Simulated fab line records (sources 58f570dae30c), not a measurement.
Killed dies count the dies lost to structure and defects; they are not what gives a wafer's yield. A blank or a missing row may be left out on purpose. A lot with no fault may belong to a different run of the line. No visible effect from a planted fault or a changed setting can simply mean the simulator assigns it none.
Check of tool commonality :: flow berkeleyCmos170 :: 11 lots, 33 wafers sampled

## WHY THIS WAS OPENED
1 of 11 lots carry a flag on the reading PWELL_NITRIDE_THK at UCB170_PWELL_THK_MEAS_06. No-fault wafers: 221.1 nm, standard deviation 2.1.
Rule: flag the lot when none of its wafers has a number, or when each of its wafers that has one lies beyond 4 standard deviations from that mean. The rest of the lots are taken to be sound.

lot: L666
measured: day 3 08:49
on: filmMetro-04
PWELL_NITRIDE_THK (nm), wafer by wafer: 224.1 222.2 224.6
flag: 

lot: L667
measured: day 3 08:50
on: filmMetro-03
PWELL_NITRIDE_THK (nm), wafer by wafer: 219.8 221.6 220.9
flag: 

lot: L668
measured: day 3 19:31
on: filmMetro-02
PWELL_NITRIDE_THK (nm), wafer by wafer: 224.5 223.8 224.5
flag: 

lot: L669
measured: day 4 03:52
on: filmMetro-04
PWELL_NITRIDE_THK (nm), wafer by wafer: 184.7 182.4 184.8
flag: FLAGGED

lot: L673
measured: day 4 12:49
on: filmMetro-04
PWELL_NITRIDE_THK (nm), wafer by wafer: 218.5 219.0 218.9
flag: 

lot: L681
measured: day 6 14:38
on: filmMetro-03
PWELL_NITRIDE_THK (nm), wafer by wafer: 221.1 221.9 222.7
flag: 

lot: L682
measured: day 6 14:39
on: filmMetro-02
PWELL_NITRIDE_THK (nm), wafer by wafer: 219.8 218.5 218.0
flag: 

lot: L686
measured: day 7 19:20
on: filmMetro-03
PWELL_NITRIDE_THK (nm), wafer by wafer: 222.2 222.4 220.5
flag: 

lot: L687
measured: day 7 19:21
on: filmMetro-02
PWELL_NITRIDE_THK (nm), wafer by wafer: 221.5 219.0 220.4
flag: 

lot: L688
measured: day 7 19:22
on: filmMetro-04
PWELL_NITRIDE_THK (nm), wafer by wafer: 217.7 220.1 218.6
flag: 

lot: L689
measured: day 8 04:37
on: filmMetro-02
PWELL_NITRIDE_THK (nm), wafer by wafer: 220.4 220.4 220.3
flag: 
On average the flagged lots' numbers are 184.0 nm, which is -37.1 nm against the usual, or -18 standard deviations.

## TOOL THAT RAN EACH LOT
The record holds 1 process step before the reading, out of a route of 331 steps. In each cell: the tool, then ch and the chambers that the sampled wafers went through, then the start.
lot: L666
flag: 
UCB170_PWELL_CVD_05: lpcvd-02 ch 1, day 3 06:53

lot: L667
flag: 
UCB170_PWELL_CVD_05: lpcvd-02 ch 1, day 3 06:53

lot: L668
flag: 
UCB170_PWELL_CVD_05: lpcvd-02 ch 1, day 3 17:36

lot: L669
flag: FLAGGED
UCB170_PWELL_CVD_05: lpcvd-02 ch 0, day 4 01:58

lot: L673
flag: 
UCB170_PWELL_CVD_05: lpcvd-01 ch 0, day 4 10:53

lot: L681
flag: 
UCB170_PWELL_CVD_05: lpcvd-01 ch 1, day 6 11:46

lot: L682
flag: 
UCB170_PWELL_CVD_05: lpcvd-01 ch 1, day 6 11:46

lot: L686
flag: 
UCB170_PWELL_CVD_05: lpcvd-01 ch 0, day 7 17:25

lot: L687
flag: 
UCB170_PWELL_CVD_05: lpcvd-01 ch 0, day 7 17:25

lot: L688
flag: 
UCB170_PWELL_CVD_05: lpcvd-01 ch 0, day 7 17:25

lot: L689
flag: 
UCB170_PWELL_CVD_05: lpcvd-02 ch 1, day 8 02:42
What these steps do:
- UCB170_PWELL_CVD_05: deposits Si3N4 from SiH2Cl2/NH3, target thk 220 nm, time 3300 s.
- UCB170_PWELL_THK_MEAS_06

## FLAGGED OVER TOTAL, TOOL BY TOOL (the gauges that took the reading come last)
step: UCB170_PWELL_CVD_05
tool: lpcvd-01
lots run: 6
flagged: 0
share of the flagged lots: none
sound lots run after its first flagged lot: -

step: UCB170_PWELL_CVD_05
tool: lpcvd-02
lots run: 5
flagged: 1
share of the flagged lots: all
sound lots run after its first flagged lot: 1 (L689)

step: UCB170_PWELL_THK_MEAS_06
tool: filmMetro-02
lots run: 4
flagged: 0
share of the flagged lots: none
sound lots run after its first flagged lot: -

step: UCB170_PWELL_THK_MEAS_06
tool: filmMetro-03
lots run: 3
flagged: 0
share of the flagged lots: none
sound lots run after its first flagged lot: -

step: UCB170_PWELL_THK_MEAS_06
tool: filmMetro-04
lots run: 4
flagged: 1
share of the flagged lots: all
sound lots run after its first flagged lot: 2 (L673,L688)

## WHAT THE TABLE PERMITS
Table rows that saw every flagged lot: 2, namely lpcvd-02 at UCB170_PWELL_CVD_05 and filmMetro-04 at UCB170_PWELL_THK_MEAS_06.
- lpcvd-02 at UCB170_PWELL_CVD_05 ran 5 lots, 1 of them flagged. After the first flagged lot (L689), sound lots still ran on it; a lasting fault on the whole tool would not permit that.
- filmMetro-04 at UCB170_PWELL_THK_MEAS_06 ran 4 lots, 1 of them flagged. After the first flagged lot (L673, L688), sound lots still ran on it; a lasting fault on the whole tool would not permit that.
There is no row in the table that ran each flagged lot and no sound lot after the first.

## WHAT THE SIMULATOR HAD PUT IN
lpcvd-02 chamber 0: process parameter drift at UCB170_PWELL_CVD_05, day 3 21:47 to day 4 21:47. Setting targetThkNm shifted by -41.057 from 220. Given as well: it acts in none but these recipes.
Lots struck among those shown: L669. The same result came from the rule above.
